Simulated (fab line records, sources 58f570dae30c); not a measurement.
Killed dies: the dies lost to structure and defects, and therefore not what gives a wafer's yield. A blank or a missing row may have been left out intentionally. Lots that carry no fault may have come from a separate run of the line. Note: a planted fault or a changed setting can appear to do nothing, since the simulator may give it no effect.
Chamber matching + flow berkeley-cmos170 + 4 sister chambers for UCB170_GATE_ETCH_15 on rie-si-02
The step etches poly-Si in HBr/Cl2, stops on SiO2, time 56.3 s, target depth 278.2 nm. 4 wafers are shown with their chamber, then 7 later ones without.

== WAFERS, EACH WITH ITS CHAMBER ==
| wafer  | chamber | throttle-valve-pct (%) |
|--------|---------|------------------------|
| L978.2 | 2       | 26.83                  |
| L978.3 | 3       | 25.94                  |
| L994.1 | 1       | 26.14                  |
| L994.2 | 0       | 26.58                  |

== WAFERS MISSING THEIR CHAMBER ==
| wafer  | throttle-valve-pct (%) |
|--------|------------------------|
| L994.5 | 26.54                  |
| L993.3 | 26.81                  |
| L993.4 | 26.56                  |
| L993.6 | 26.56                  |
| L995.2 | 25.92                  |
| L995.4 | 26.15                  |
| L995.6 | 26.15                  |

== EACH ONE'S CHAMBER ==
| wafer  | from the rows above | in truth |
|--------|---------------------|----------|
| L994.5 | 0                   | 0        |
| L993.3 | 2                   | 2        |
| L993.4 | 0                   | 0        |
| L993.6 | 0                   | 0        |
| L995.2 | 3                   | 3        |
| L995.4 | 1                   | 1        |
| L995.6 | 1                   | 1        |
Correctly placed: 7 of 7. Can't be placed from these rows: 0. 0 placed wrongly.
How it was worked out, from the rows above alone: a wafer's distance from a chamber is the root of the sum, over the readings, of the square of ((its reading less the chamber's mean) divided by the reading's scatter). The wafer belongs to the nearest chamber; if the next one is less than 2 further off, it can't be placed. For every chamber, the mean is computed from those of its wafers that are shown. The scatter: with one shown wafer a chamber, the root of the mean of the squares of how far each hidden wafer lies from its nearest shown one.
